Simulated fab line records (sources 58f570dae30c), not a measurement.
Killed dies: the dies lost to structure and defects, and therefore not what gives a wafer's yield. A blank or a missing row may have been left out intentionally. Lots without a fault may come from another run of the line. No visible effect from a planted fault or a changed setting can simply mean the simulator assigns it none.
fab line records ; flow berkeley-cmos170
[record] lots = 5; wafers = 23
route steps=331 shown NLDD@166 PSD@183 BACKSIDE@200 SDANNEAL@204 SILICIDE@211 M1@250 V1@263 V2@292
start-h: hours from the record's first day to the start of the lot's first wafer shown ; wait-h: hours elapsed since this lot's preceding step ; " repeats the value in the row above ; L1.1+2: a single row standing in for several wafers ; - no value, or no start given ; * or withheld: withheld ; < > ~ a bound
route shown NAME@n: names a module that has steps shown in the file, with the first one's number in the route ; usual: mean/standard deviation of fault-free wafers ; same: alike in all rows ; chamber/n: place in a boat ; sites: readings site by site ; _std_site: standard deviation across them ; _edge_site: mean of outer sites minus mean of inner sites ; radius-mm: how far each site lies from the wafer's centre ; mask NAME#n: copy n ; behind: tool/chamber where the wafer was last shaped ; hold: what put the lot on hold/how long, in hours/how the hold closed ; device: the n, p or np transistor that did not switch ; end of line: tests of these same wafers at the route's end ; a step with no rows: only its recipe ; killed: at the first sort, the dies lost to defects and structure; wafer yield is something else ; map: a wafer's dies, marking killed ones x, the rest . and places with no die _
set.NAME: the run value of the setting; set.NAME@STEP: its run value at that earlier step ; model.NAME: the simulator's own value behind a step, which no gauge read
lots where settings were altered on purpose, with a table for each step and a row for each wafer
[[steps]]
[step UCB170_NLDD_IMPLANT_08]
[recipe] species = As; dose-cm2 = 5e+13; energy-kev = 30; tilt-deg = 7; rotation-deg = 0
lot.wafer;tool;chamber;start-h;wait-h;set.dose-cm2
L075.1+2+4;implanter-03;0;133.60;0.0;5e+13
L075.3+6;implanter-03;0;133.60;0.0;4.691e+13
L076.2+3+5;implanter-01;0;140.03;0.0;5e+13
L082.1+2+5;implanter-04;0;159.53;0.0;5e+13
L082.4+6;implanter-04;0;159.53;0.0;4.646e+13
L081.1+2+3+5+6;implanter-03;0;159.95;0.0;5e+13
L085.1+3+6;implanter-04;0;165.90;0.0;4.773e+13
L085.2+4;implanter-04;0;165.90;0.0;5e+13
[step UCB170_NLDD_IMPLANT_09]
[recipe] species = As; dose-cm2 = 5e+13; energy-kev = 30; tilt-deg = 7; rotation-deg = 180
[step UCB170_NLDD_STRIP_10]
[recipe] chemistry = O2; power-w = 400; pressure-mtorr = 3500; platen-temp-c = withheld; o2-flow-sccm = 400; overash-fraction = 0.5
[usual] strip-time-to-endpoint-s = 21.65/0.057
lot.wafer;tool;chamber;start-h;wait-h;set.resist-thk-nm@NLDD_COAT_01;strip-time-to-endpoint-s
L075.1;plasma-asher-01;1;133.90;0.1;937.9;22.48
L075.2;plasma-asher-01;0;133.90;0.1;937.9;22.53
L075.3;plasma-asher-01;1;133.90;0.1;900;21.59
L075.4;plasma-asher-01;0;133.90;0.1;900;21.60
L075.6;plasma-asher-01;1;133.90;0.1;937.9;22.53
L076.2;plasma-asher-03;1;140.30;0.1;900;21.56
L076.3;plasma-asher-03;1;140.30;0.1;900;21.62
L076.5;plasma-asher-03;1;140.30;0.1;900;21.62
L082.1;plasma-asher-03;1;159.83;0.1;915.6;22.03
L082.2;plasma-asher-03;0;159.83;0.1;900;21.67
L082.4;plasma-asher-03;0;159.83;0.1;900;21.71
L082.5;plasma-asher-03;0;159.83;0.1;915.6;22.10
L082.6;plasma-asher-03;1;159.83;0.1;900;21.64
L081.1;plasma-asher-01;0;160.25;0.1;900;21.55
L081.2;plasma-asher-01;1;160.25;0.1;923.5;22.08
L081.3;plasma-asher-01;0;160.25;0.1;900;21.56
L081.5;plasma-asher-01;1;160.25;0.1;923.5;22.19
L081.6;plasma-asher-01;0;160.25;0.1;923.5;22.13
L085.1;plasma-asher-04;0;166.20;0.1;900;21.60
L085.2;plasma-asher-04;1;166.20;0.1;900;21.66
L085.3;plasma-asher-04;1;166.20;0.1;900;21.70
L085.4;plasma-asher-04;0;166.20;0.1;900;21.56
L085.6;plasma-asher-04;0;166.20;0.1;900;21.64
[step UCB170_PSD_IMPLANT_08]
[recipe] species = B; dose-cm2 = 3e+15; energy-kev = 20; tilt-deg = 7
lot.wafer;tool;chamber;start-h;wait-h;set.energy-kev;model.implant.rp-nm;model.implant.drp-nm
L075.1+3+6;implanter-02;0;139.66;0.0;19.7;64.67;28.04
L075.2+4;implanter-02;0;139.66;0.0;20;65.64;28.34
L076.2+3+5;implanter-03;0;145.17;0.0;20;63.45;28.34
L081.1+2;implanter-02;0;166.74;0.0;20;65.11;28.34
L081.3+5+6;implanter-02;0;166.74;0.0;19.51;63.53;27.85
L082.1+4;implanter-03;0;166.84;0.0;19.24;63.98;27.58
L082.2+5+6;implanter-03;0;166.84;0.0;20;66.48;28.34
L085.1+2+4;implanter-02;0;171.46;0.0;21.05;68.89;29.52
L085.3+6;implanter-02;0;171.46;0.0;20;65.49;28.34
[step UCB170_PSD_STRIP_09]
[recipe] chemistry = O2; power-w = 400; pressure-mtorr = 3500; platen-temp-c = withheld; o2-flow-sccm = 400; overash-fraction = 0.5
[usual] strip-time-to-endpoint-s = 29.40/0.076
lot.wafer;tool;chamber;start-h;wait-h;set.energy-kev@PSD_IMPLANT_08;strip-time-to-endpoint-s
L075.1;plasma-asher-04;0;139.81;0.1;19.7;29.29
L075.2;plasma-asher-04;1;139.81;0.1;20;29.35
L075.3;plasma-asher-04;1;139.81;0.1;19.7;29.19
L075.4;plasma-asher-04;0;139.81;0.1;20;29.37
L075.6;plasma-asher-04;1;139.81;0.1;19.7;29.16
L076.2;plasma-asher-04;1;145.30;0.1;20;29.39
L076.3;plasma-asher-04;0;145.30;0.1;20;29.34
L076.5;plasma-asher-04;1;145.30;0.1;20;29.32
L081.1;plasma-asher-04;1;166.89;0.1;20;29.47
L081.2;plasma-asher-04;0;166.89;0.1;20;29.43
L081.3;plasma-asher-04;1;166.89;0.1;19.51;29.24
L081.5;plasma-asher-04;1;166.89;0.1;19.51;29.22
L081.6;plasma-asher-04;0;166.89;0.1;19.51;29.23
L082.1;plasma-asher-02;1;166.99;0.1;19.24;29.03
L082.2;plasma-asher-02;0;166.99;0.1;20;29.42
L082.4;plasma-asher-02;1;166.99;0.1;19.24;28.99
L082.5;plasma-asher-02;1;166.99;0.1;20;29.37
L082.6;plasma-asher-02;0;166.99;0.1;20;29.41
L085.1;plasma-asher-01;0;171.61;0.1;21.05;29.83
L085.2;plasma-asher-01;1;171.61;0.1;21.05;29.85
L085.3;plasma-asher-01;1;171.61;0.1;20;29.51
L085.4;plasma-asher-01;0;171.61;0.1;21.05;29.82
L085.6;plasma-asher-01;0;171.61;0.1;20;29.37
[step UCB170_BACKSIDE_COAT_01]
[recipe] resist = KrF; spin-rpm = 1500; resist-thk-nm = 900
lot.wafer;tool;chamber;start-h;wait-h;set.resist-thk-nm;model.KrF_of_BACKSIDE_COAT_01.thk-nm
L075.1;litho-track-02;0;143.70;0.1;936.1;937.1
L075.2;litho-track-02;0;143.70;0.1;900;903.1
L075.3;litho-track-02;0;143.70;0.1;936.1;937.7
L075.4;litho-track-02;0;143.70;0.1;936.1;937.6
L075.6;litho-track-02;0;143.70;0.1;900;897.1
L076.2;litho-track-01;0;147.59;0.1;900;904
L076.3;litho-track-01;0;147.59;0.1;900;904.4
L076.5;litho-track-01;0;147.59;0.1;900;903.8
L081.1;litho-track-03;0;169.92;0.1;900;899.1
L081.2;litho-track-03;0;169.92;0.1;855.6;854.9
L081.3;litho-track-03;0;169.92;0.1;855.6;855.7
L081.5;litho-track-03;0;169.92;0.1;900;897.6
L081.6;litho-track-03;0;169.92;0.1;855.6;854.5
L082.1;litho-track-02;0;170.68;0.1;900;895.9
L082.2;litho-track-02;0;170.68;0.1;900;896.2
L082.4;litho-track-02;0;170.68;0.1;952.1;946.2
L082.5;litho-track-02;0;170.68;0.1;952.1;947.1
L082.6;litho-track-02;0;170.68;0.1;900;896.1
L085.1;litho-track-02;0;176.77;0.1;900;897.1
L085.2;litho-track-02;0;176.77;0.1;868.9;867
L085.3;litho-track-02;0;176.77;0.1;900;898.3
L085.4;litho-track-02;0;176.77;0.1;900;896.8
L085.6;litho-track-02;0;176.77;0.1;868.9;867.9
[step UCB170_BACKSIDE_SOFTBAKE_02]
[recipe] resist = KrF; temp-c = 130; time-s = 60
[step UCB170_BACKSIDE_STRIP_03]
[recipe] chemistry = O2; power-w = 400; pressure-mtorr = 3500; platen-temp-c = withheld; o2-flow-sccm = 400; overash-fraction = 0.5
[usual] strip-time-to-endpoint-s = 21.97/0.066
lot.wafer;tool;chamber;start-h;wait-h;set.resist-thk-nm@BACKSIDE_COAT_01;strip-time-to-endpoint-s
L075.1;plasma-asher-02;1;144.00;0.1;936.1;22.86
L075.2;plasma-asher-02;0;144.00;0.1;900;22.04
L075.3;plasma-asher-02;0;144.00;0.1;936.1;22.86
L075.4;plasma-asher-02;1;144.00;0.1;936.1;22.86
L075.6;plasma-asher-02;1;144.00;0.1;900;21.89
L076.2;plasma-asher-03;0;147.87;0.1;900;22.05
L076.3;plasma-asher-03;1;147.87;0.1;900;22.08
L076.5;plasma-asher-03;1;147.87;0.1;900;22.06
L081.1;plasma-asher-01;0;170.22;0.1;900;21.94
L081.2;plasma-asher-01;1;170.22;0.1;855.6;20.90
L081.3;plasma-asher-01;1;170.22;0.1;855.6;20.89
L081.5;plasma-asher-01;1;170.22;0.1;900;21.91
L081.6;plasma-asher-01;0;170.22;0.1;855.6;20.88
L082.1;plasma-asher-03;0;170.98;0.1;900;21.87
L082.2;plasma-asher-03;1;170.98;0.1;900;21.87
L082.4;plasma-asher-03;1;170.98;0.1;952.1;23.07
L082.5;plasma-asher-03;1;170.98;0.1;952.1;23.08
L082.6;plasma-asher-03;0;170.98;0.1;900;21.88
L085.1;plasma-asher-01;0;177.07;0.1;900;21.89
L085.2;plasma-asher-01;1;177.07;0.1;868.9;21.16
L085.3;plasma-asher-01;0;177.07;0.1;900;21.93
L085.4;plasma-asher-01;1;177.07;0.1;900;21.88
L085.6;plasma-asher-01;1;177.07;0.1;868.9;21.20
[step UCB170_BACKSIDE_CLEAN_04]
[recipe] chemistry = SPM; temp-c = 120; time-s = 600
[step UCB170_SDANNEAL_RTA_00]
[recipe] temp-c = 900; time-s = 10; ambient = N2
[step UCB170_SDANNEAL_RS_MEAS_05]
[recipe] thk-meas-gauge = four-point-probe
[usual] NLDD_RS = 616.7/1.4
lot.wafer;tool;chamber;start-h;wait-h;set.dose-cm2@NLDD_IMPLANT_08;NLDD_RS[ohm/sq]
L075.1;film-metro-02;-;144.77;0.1;5e+13;618.0
L075.2;film-metro-02;-;144.77;0.1;5e+13;619.0
L075.3;film-metro-02;-;144.77;0.1;4.691e+13;631.6
L075.4;film-metro-02;-;144.77;0.1;5e+13;616.9
L075.6;film-metro-02;-;144.77;0.1;4.691e+13;632.6
L076.2;film-metro-02;-;148.72;0.1;5e+13;618.9
L076.3;film-metro-02;-;148.72;0.1;5e+13;618.5
L076.5;film-metro-02;-;148.72;0.1;5e+13;618.1
L081.1;film-metro-04;-;171.00;0.1;5e+13;617.6
L081.2;film-metro-04;-;171.00;0.1;5e+13;618.0
L081.3;film-metro-04;-;171.00;0.1;5e+13;617.0
L081.5;film-metro-04;-;171.00;0.1;5e+13;618.1
L081.6;film-metro-04;-;171.00;0.1;5e+13;617.0
L082.1;film-metro-02;-;171.75;0.1;5e+13;616.1
L082.2;film-metro-02;-;171.75;0.1;5e+13;615.7
L082.4;film-metro-02;-;171.75;0.1;4.646e+13;630.5
L082.5;film-metro-02;-;171.75;0.1;5e+13;615.3
L082.6;film-metro-02;-;171.75;0.1;4.646e+13;629.8
L085.1;film-metro-04;-;177.84;0.1;4.773e+13;626.9
L085.2;film-metro-04;-;177.84;0.1;5e+13;618.3
L085.3;film-metro-04;-;177.84;0.1;4.773e+13;627.0
L085.4;film-metro-04;-;177.84;0.1;5e+13;618.6
L085.6;film-metro-04;-;177.84;0.1;4.773e+13;627.7
[step UCB170_SILICIDE_SPUTTER_01]
[recipe] material = Ti; target-thk-nm = 30; time-s = 25; power-w = 1500; chamber-pressure-pa = 0.5
lot.wafer;tool;chamber;start-h;wait-h;set.power-w;model.Ti_of_SILICIDE_SPUTTER_01.thk-nm
L075.1;pvd-sputter-01;-;144.96;0.0;1546;30.75
L075.2;pvd-sputter-01;-;144.96;0.0;1500;30.7
L075.3;pvd-sputter-01;-;144.96;0.0;1500;30.11
L075.4;pvd-sputter-01;-;144.96;0.0;1546;31.31
L075.6;pvd-sputter-01;-;144.96;0.0;1546;31.39
L076.2;pvd-sputter-03;-;148.88;0.0;1500;30.21
L076.3;pvd-sputter-03;-;148.88;0.0;1500;30.41
L076.5;pvd-sputter-03;-;148.88;0.0;1500;30.06
L081.1;pvd-sputter-03;-;171.19;0.0;1500;30.8
L081.2;pvd-sputter-03;-;171.19;0.0;1500;30.51
L081.3;pvd-sputter-03;-;171.19;0.0;1500;29.91
L081.5;pvd-sputter-03;-;171.19;0.0;1610;32.86
L081.6;pvd-sputter-03;-;171.19;0.0;1610;31.91
L082.1;pvd-sputter-04;-;171.94;0.0;1500;29.8
L082.2;pvd-sputter-04;-;171.94;0.0;1583;31.11
L082.4;pvd-sputter-04;-;171.94;0.0;1500;30.49
L082.5;pvd-sputter-04;-;171.94;0.0;1583;31.33
L082.6;pvd-sputter-04;-;171.94;0.0;1500;30.29
L085.1;pvd-sputter-03;-;178.03;0.0;1500;30.6
L085.2;pvd-sputter-03;-;178.03;0.0;1500;30.05
L085.3;pvd-sputter-03;-;178.03;0.0;1550;31.77
L085.4;pvd-sputter-03;-;178.03;0.0;1550;30.81
L085.6;pvd-sputter-03;-;178.03;0.0;1500;29.58
[step UCB170_SILICIDE_RS_MEAS_02]
[recipe] thk-meas-gauge = four-point-probe; reads = Ti_of_SILICIDE_SPUTTER_01
[usual] SILICIDE_TI_RS = 26.0/0.43
lot.wafer;tool;chamber;start-h;wait-h;set.power-w@SILICIDE_SPUTTER_01;SILICIDE_TI_RS[ohm/sq]
L075.1;film-metro-01;-;144.99;0.0;1546;25.3
L075.2;film-metro-01;-;144.99;0.0;1500;25.5
L075.3;film-metro-01;-;144.99;0.0;1500;26.0
L075.4;film-metro-01;-;144.99;0.0;1546;24.8
L075.6;film-metro-01;-;144.99;0.0;1546;24.8
L076.2;film-metro-03;-;148.94;0.0;1500;25.9
L076.3;film-metro-03;-;148.94;0.0;1500;25.7
L076.5;film-metro-03;-;148.94;0.0;1500;26.1
L081.1;film-metro-03;-;171.22;0.0;1500;25.3
L081.2;film-metro-03;-;171.22;0.0;1500;25.6
L081.3;film-metro-03;-;171.22;0.0;1500;26.2
L081.5;film-metro-03;-;171.22;0.0;1610;23.5
L081.6;film-metro-03;-;171.22;0.0;1610;24.3
L082.1;film-metro-03;-;171.97;0.0;1500;26.3
L082.2;film-metro-03;-;171.97;0.0;1583;25.0
L082.4;film-metro-03;-;171.97;0.0;1500;25.6
L082.5;film-metro-03;-;171.97;0.0;1583;24.8
L082.6;film-metro-03;-;171.97;0.0;1500;25.8
L085.1;film-metro-01;-;178.15;0.1;1500;25.7
L085.2;film-metro-01;-;178.15;0.1;1500;26.2
L085.3;film-metro-01;-;178.15;0.1;1550;24.5
L085.4;film-metro-01;-;178.15;0.1;1550;25.4
L085.6;film-metro-01;-;178.15;0.1;1500;26.7
[step UCB170_SILICIDE_THK_MEAS_03]
[recipe] thk-meas-gauge = xrf; reads = Ti_of_SILICIDE_SPUTTER_01
[usual] SILICIDE_TI_THK = 30.5/0.42
lot.wafer;tool;chamber;start-h;wait-h;set.power-w@SILICIDE_SPUTTER_01;SILICIDE_TI_THK[nm]
L075.1;film-metro-01;-;145.11;0.1;1546;31.1
L075.2;film-metro-01;-;145.11;0.1;1500;31.0
L075.3;film-metro-01;-;145.11;0.1;1500;30.5
L075.4;film-metro-01;-;145.11;0.1;1546;31.7
L075.6;film-metro-01;-;145.11;0.1;1546;31.8
L076.2;film-metro-03;-;149.05;0.1;1500;30.6
L076.3;film-metro-03;-;149.05;0.1;1500;30.6
L076.5;film-metro-03;-;149.05;0.1;1500;30.4
L081.1;film-metro-03;-;171.34;0.1;1500;31.2
L081.2;film-metro-03;-;171.34;0.1;1500;30.8
L081.3;film-metro-03;-;171.34;0.1;1500;30.3
L081.5;film-metro-03;-;171.34;0.1;1610;33.1
L081.6;film-metro-03;-;171.34;0.1;1610;32.4
L082.1;film-metro-03;-;172.09;0.1;1500;30.1
L082.2;film-metro-03;-;172.09;0.1;1583;31.5
L082.4;film-metro-03;-;172.09;0.1;1500;30.8
L082.5;film-metro-03;-;172.09;0.1;1583;31.7
L082.6;film-metro-03;-;172.09;0.1;1500;30.7
L085.1;film-metro-01;-;178.27;0.1;1500;30.9
L085.2;film-metro-01;-;178.27;0.1;1500;30.4
L085.3;film-metro-01;-;178.27;0.1;1550;32.1
L085.4;film-metro-01;-;178.27;0.1;1550;31.0
L085.6;film-metro-01;-;178.27;0.1;1500;29.9
[step UCB170_M1_METAL_ETCH_12]
[recipe] chemistry = Cl2/BCl3; target = Al; stop-on = PSG; pressure-mtorr = 12; target-depth-a = 7800; over-etch-frac = 0.3; time-s = 130; icp-w = 600; bias-w = 120; Cl2_flow_sccm = 90; bcl3-flow-sccm = 45
lot.wafer;tool;chamber;start-h;wait-h;set.time-s;model.KrF_of_M1_COAT_04.thk-nm
L075.1;rie-metal-02;0;154.34;-;145.5;399.9
L075.2;rie-metal-02;1;154.34;-;145.5;381.1
L075.3;rie-metal-02;1;154.34;-;130;439.1
L075.4;rie-metal-02;0;154.34;-;130;453.7
L075.6;rie-metal-02;1;154.34;-;130;440.2
L076.2;rie-metal-04;0;156.62;-;130;440.5
L076.3;rie-metal-04;0;156.62;-;130;445.2
L076.5;rie-metal-04;0;156.62;-;130;445.4
L081.1;rie-metal-02;0;179.56;-;139.8;418.9
L081.2;rie-metal-02;1;179.56;-;130;431.4
L081.3;rie-metal-02;0;179.56;-;130;447.2
L081.5;rie-metal-02;0;179.56;-;139.8;417.1
L081.6;rie-metal-02;1;179.56;-;139.8;400.6
L082.1;rie-metal-03;0;181.22;-;114.9;505.9
L082.2;rie-metal-03;1;181.22;-;114.9;470.1
L082.4;rie-metal-03;1;181.22;-;114.9;472.2
L082.5;rie-metal-03;0;181.22;-;130;451.8
L082.6;rie-metal-03;1;181.22;-;130;416.4
L085.1;rie-metal-04;0;185.49;-;115.5;482.4
L085.2;rie-metal-04;1;185.49;-;130;426.5
L085.3;rie-metal-04;1;185.49;-;130;432
L085.4;rie-metal-04;0;185.49;-;115.5;486
L085.6;rie-metal-04;1;185.49;-;130;432.4
[step UCB170_V1_EXPOSE_09]
[recipe] mask-id = VIA1; target-cd-nm = 700; na = 0.5; sigma-outer = 0.6; source-shape = conventional; dose-mj = 37
lot.wafer;tool;chamber;start-h;wait-h;mask;set.dose-mj
L075.1+2+6;krf-scanner-01;0;158.67;0.2;VIA1#0;34.94
L075.3+4;krf-scanner-01;0;158.67;0.2;VIA1#0;37
L076.2+3+5;krf-scanner-02;0;162.84;0.2;VIA1#0;37
L082.1+5;krf-scanner-01;0;185.02;0.1;VIA1#0;37
L082.2+4+6;krf-scanner-01;0;185.02;0.1;VIA1#0;39.06
L081.1+3+6;krf-scanner-01;0;185.47;0.1;VIA1#0;37
L081.2+5;krf-scanner-01;0;185.47;0.1;VIA1#0;35.59
L085.1+6;krf-scanner-02;0;191.86;0.2;VIA1#0;37
L085.2+3+4;krf-scanner-02;0;191.86;0.2;VIA1#0;35.14
[step UCB170_V1_PEB_10]
[recipe] peb-temp-c = 130; peb-time-s = withheld; resist = KrF
[step UCB170_V1_DEVELOP_11]
[recipe] developer = TMAH; develop-time-s = 45; resist = KrF; dev-temp-c = 21
[step UCB170_V1_CD_MEAS_12]
[recipe] target-cd-nm = 700
[usual] cd-nm = 700.3/1.6
lot.wafer;tool;chamber;start-h;wait-h;set.dose-mj@V1_EXPOSE_09;cd-nm
L075.1;cd-sem-01;-;159.09;-;34.94;692.0
L075.2;cd-sem-01;-;159.09;-;34.94;691.9
L075.3;cd-sem-01;-;159.09;-;37;703.0
L075.4;cd-sem-01;-;159.09;-;37;702.5
L075.6;cd-sem-01;-;159.09;-;34.94;691.9
L076.2;cd-sem-02;-;163.24;-;37;701.6
L076.3;cd-sem-02;-;163.24;-;37;698.9
L076.5;cd-sem-02;-;163.24;-;37;699.6
L082.1;cd-sem-02;-;186.02;-;37;702.3
L082.2;cd-sem-02;-;186.02;-;39.06;710.5
L082.4;cd-sem-02;-;186.02;-;39.06;710.2
L082.5;cd-sem-02;-;186.02;-;37;702.3
L082.6;cd-sem-02;-;186.02;-;39.06;712.4
L081.1;cd-sem-01;-;186.30;-;37;702.1
L081.2;cd-sem-01;-;186.30;-;35.59;693.3
L081.3;cd-sem-01;-;186.30;-;37;701.6
L081.5;cd-sem-01;-;186.30;-;35.59;694.2
L081.6;cd-sem-01;-;186.30;-;37;701.1
L085.1;cd-sem-01;-;192.31;-;37;699.1
L085.2;cd-sem-01;-;192.31;-;35.14;690.5
L085.3;cd-sem-01;-;192.31;-;35.14;691.0
L085.4;cd-sem-01;-;192.31;-;35.14;690.6
L085.6;cd-sem-01;-;192.31;-;37;700.5
[step UCB170_V1_ETCH_14]
[recipe] chemistry = CHF3/CF4/Ar; target = SiO2; stop-on = Al; CHF3_flow_sccm = 45; cf4-flow-sccm = 15; Ar_flow_sccm = 150; pressure-mtorr = 200; rf-w = 700; target-depth-a = 12500; over-etch-frac = 0.25; time-s = 291
lot.wafer;tool;chamber;start-h;wait-h;set.dose-mj@V1_EXPOSE_09;model.V1.cd-nm
L075.1;rie-diel-03;1;159.25;0.0;34.94;691.9
L075.2;rie-diel-03;2;159.25;0.0;34.94;691.2
L075.3;rie-diel-03;3;159.25;0.0;37;702.3
L075.4;rie-diel-03;0;159.25;0.0;37;703.1
L075.6;rie-diel-03;3;159.25;0.0;34.94;691.1
L076.2;rie-diel-01;2;163.37;0.0;37;702.4
L076.3;rie-diel-01;1;163.37;0.0;37;697.8
L076.5;rie-diel-01;0;163.37;0.0;37;699
L082.1;rie-diel-02;2;186.18;0.0;37;704.4
L082.2;rie-diel-02;0;186.18;0.0;39.06;710.6
L082.4;rie-diel-02;3;186.18;0.0;39.06;709.8
L082.5;rie-diel-02;2;186.18;0.0;37;703.9
L082.6;rie-diel-02;3;186.18;0.0;39.06;712.5
L081.1;rie-diel-03;1;186.45;0.0;37;701.9
L081.2;rie-diel-03;3;186.45;0.0;35.59;693.3
L081.3;rie-diel-03;0;186.45;0.0;37;702.6
L081.5;rie-diel-03;2;186.45;0.0;35.59;694
L081.6;rie-diel-03;1;186.45;0.0;37;700.4
L085.1;rie-diel-02;2;192.46;0.0;37;700.3
L085.2+3;rie-diel-02;0,3;192.46;0.0;35.14;690.9
L085.4;rie-diel-02;1;192.46;0.0;35.14;690.7
L085.6;rie-diel-02;2;192.46;0.0;37;701.9
[step UCB170_V1_STRIP_15]
[recipe] chemistry = O2; power-w = 400; pressure-mtorr = 3500; platen-temp-c = withheld; o2-flow-sccm = 400; overash-fraction = 0.5
[step UCB170_V1_CD_MEAS_90]
[recipe] target-cd-nm = 700
[usual] cd-nm = 700.4/1.6
lot.wafer;tool;chamber;start-h;wait-h;set.dose-mj@V1_EXPOSE_09;cd-nm
L075.1;cd-sem-01;-;159.53;0.1;34.94;691.4
L075.2;cd-sem-01;-;159.53;0.1;34.94;691.2
L075.3;cd-sem-01;-;159.53;0.1;37;702.3
L075.4;cd-sem-01;-;159.53;0.1;37;703.2
L075.6;cd-sem-01;-;159.53;0.1;34.94;690.8
L076.2;cd-sem-02;-;163.72;0.1;37;702.3
L076.3;cd-sem-02;-;163.72;0.1;37;697.8
L076.5;cd-sem-02;-;163.72;0.1;37;698.7
L082.1;cd-sem-02;-;186.46;0.1;37;704.3
L082.2;cd-sem-02;-;186.46;0.1;39.06;710.6
L082.4;cd-sem-02;-;186.46;0.1;39.06;709.6
L082.5;cd-sem-02;-;186.46;0.1;37;703.9
L082.6;cd-sem-02;-;186.46;0.1;39.06;712.4
L081.1;cd-sem-01;-;186.73;0.1;37;701.9
L081.2;cd-sem-01;-;186.73;0.1;35.59;693.4
L081.3;cd-sem-01;-;186.73;0.1;37;702.5
L081.5;cd-sem-01;-;186.73;0.1;35.59;694.1
L081.6;cd-sem-01;-;186.73;0.1;37;700.1
L085.1;cd-sem-01;-;192.74;0.1;37;700.4
L085.2;cd-sem-01;-;192.74;0.1;35.14;691.1
L085.3;cd-sem-01;-;192.74;0.1;35.14;691.1
L085.4;cd-sem-01;-;192.74;0.1;35.14;690.9
L085.6;cd-sem-01;-;192.74;0.1;37;702.2
[step UCB170_V2_CVD_00]
[recipe] material = SiO2; target-thk-nm = 2000; temp-c = 390; precursor = TEOS/O2; time-s = 250; rf-w = 550; pressure-mtorr = 9000
lot.wafer;tool;chamber;start-h;wait-h;set.time-s;model.SiO2_of_V2_CVD_00.thk-nm
L075.1;pecvd-03;1;162.98;0.1;250;1970
L075.2;pecvd-03;2;162.98;0.1;214.4;1718
L075.3;pecvd-03;0;162.98;0.1;250;1967
L075.4;pecvd-03;1;162.98;0.1;214.4;1730
L075.6;pecvd-03;0;162.98;0.1;250;2016
L076.2;pecvd-03;1;167.07;0.1;250;1982
L076.3;pecvd-03;0;167.07;0.1;250;1981
L076.5;pecvd-03;0;167.07;0.1;250;1995
L082.1;pecvd-03;1;189.46;0.1;250;1972
L082.2;pecvd-03;2;189.46;0.1;286.5;2271
L082.4;pecvd-03;2;189.46;0.1;250;2016
L082.5;pecvd-03;1;189.46;0.1;250;2008
L082.6;pecvd-03;0;189.46;0.1;286.5;2288
L081.1;pecvd-01;1;189.70;0.1;279.3;2228
L081.2;pecvd-01;2;189.70;0.1;279.3;2182
L081.3;pecvd-01;0;189.70;0.1;250;1959
L081.5;pecvd-01;0;189.70;0.1;250;1994
L081.6;pecvd-01;2;189.70;0.1;250;1983
L085.1;pecvd-03;0;196.09;0.1;262.6;2080
L085.2;pecvd-03;2;196.09;0.1;250;1997
L085.3;pecvd-03;1;196.09;0.1;262.6;2105
L085.4;pecvd-03;2;196.09;0.1;250;2013
L085.6;pecvd-03;0;196.09;0.1;262.6;2119
[step UCB170_V2_THK_MEAS_01]
[recipe] reads = SiO2_of_V2_CVD_00
[usual] V2_TEOS_THK = 1990/27
lot.wafer;tool;chamber;start-h;wait-h;set.time-s@V2_CVD_00;V2_TEOS_THK[nm]
L075.1;film-metro-01;-;163.13;0.1;250;1969
L075.2;film-metro-01;-;163.13;0.1;214.4;1717
L075.3;film-metro-01;-;163.13;0.1;250;1966
L075.4;film-metro-01;-;163.13;0.1;214.4;1731
L075.6;film-metro-01;-;163.13;0.1;250;2019
L076.2;film-metro-01;-;167.24;0.1;250;1983
L076.3;film-metro-01;-;167.24;0.1;250;1981
L076.5;film-metro-01;-;167.24;0.1;250;1995
L082.1;film-metro-03;-;189.61;0.1;250;1972
L082.2;film-metro-03;-;189.61;0.1;286.5;2272
L082.4;film-metro-03;-;189.61;0.1;250;2018
L082.5;film-metro-03;-;189.61;0.1;250;2007
L082.6;film-metro-03;-;189.61;0.1;286.5;2287
L081.1;film-metro-01;-;189.85;0.1;279.3;2227
L081.2;film-metro-01;-;189.85;0.1;279.3;2180
L081.3;film-metro-01;-;189.85;0.1;250;1959
L081.5;film-metro-01;-;189.85;0.1;250;1993
L081.6;film-metro-01;-;189.85;0.1;250;1983
L085.1;film-metro-02;-;196.25;0.1;262.6;2081
L085.2;film-metro-02;-;196.25;0.1;250;1996
L085.3;film-metro-02;-;196.25;0.1;262.6;2107
L085.4;film-metro-02;-;196.25;0.1;250;2012
L085.6;film-metro-02;-;196.25;0.1;262.6;2119
[[key]]
[split] step = UCB170_NLDD_IMPLANT_08; setting = dose-cm2; stated = 5e+13; by = wafer
[response] step = UCB170_SDANNEAL_RS_MEAS_05; reading = NLDD_RS; change = -2.11; per = 1%; r = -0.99
[split] step = UCB170_PSD_IMPLANT_08; setting = energy-kev; stated = 20; by = wafer
[response] step = UCB170_PSD_IMPLANT_08; reading = model.implant.rp-nm; change = +0.65; per = 1%; r = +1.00
[response] step = UCB170_PSD_IMPLANT_08; reading = model.implant.drp-nm; change = +0.214; per = 1%; r = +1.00
[response] step = UCB170_PSD_STRIP_09; reading = strip-time-to-endpoint-s; change = *; per = 1%; r = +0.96
[split] step = UCB170_BACKSIDE_COAT_01; setting = resist-thk-nm; stated = 900; by = wafer
[response] step = UCB170_BACKSIDE_COAT_01; reading = model.KrF_of_BACKSIDE_COAT_01.thk-nm; change = +8.85; per = 1%; r = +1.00
[response] step = UCB170_BACKSIDE_STRIP_03; reading = strip-time-to-endpoint-s; change = *; per = 1%; r = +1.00
[split] step = UCB170_SILICIDE_SPUTTER_01; setting = power-w; stated = 1500; by = wafer
[response] step = UCB170_SILICIDE_SPUTTER_01; reading = model.Ti_of_SILICIDE_SPUTTER_01.thk-nm; change = +0.253; per = 1%; r = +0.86
[response] step = UCB170_SILICIDE_RS_MEAS_02; reading = SILICIDE_TI_RS; change = -0.24; per = 1%; r = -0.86
[response] step = UCB170_SILICIDE_THK_MEAS_03; reading = SILICIDE_TI_THK; change = +0.25; per = 1%; r = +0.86
[split] step = UCB170_M1_METAL_ETCH_12; setting = time-s; stated = 130; by = wafer
[response] step = UCB170_M1_METAL_ETCH_12; reading = model.KrF_of_M1_COAT_04.thk-nm; change = -4.39; per = 1%; r = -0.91
[split] step = UCB170_V1_EXPOSE_09; setting = dose-mj; stated = 37; by = wafer
[response] step = UCB170_V1_CD_MEAS_12; reading = cd-nm; change = +1.81; per = 1%; r = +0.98
[response] step = UCB170_V1_ETCH_14; reading = model.V1.cd-nm; change = +1.8; per = 1%; r = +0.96
[response] step = UCB170_V1_CD_MEAS_90; reading = cd-nm; change = +1.81; per = 1%; r = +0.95
[split] step = UCB170_V2_CVD_00; setting = time-s; stated = 250; by = wafer
[response] step = UCB170_V2_CVD_00; reading = model.SiO2_of_V2_CVD_00.thk-nm; change = +18.9; per = 1%; r = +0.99
[response] step = UCB170_V2_THK_MEAS_01; reading = V2_TEOS_THK; change = +18.9; per = 1%; r = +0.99
split outside-this-file step=UCB170_NLDD_COAT_01 setting=resist-thk-nm
// split outside-this-file: this setting was split too, and the file shows its column; the key of that split is in another file
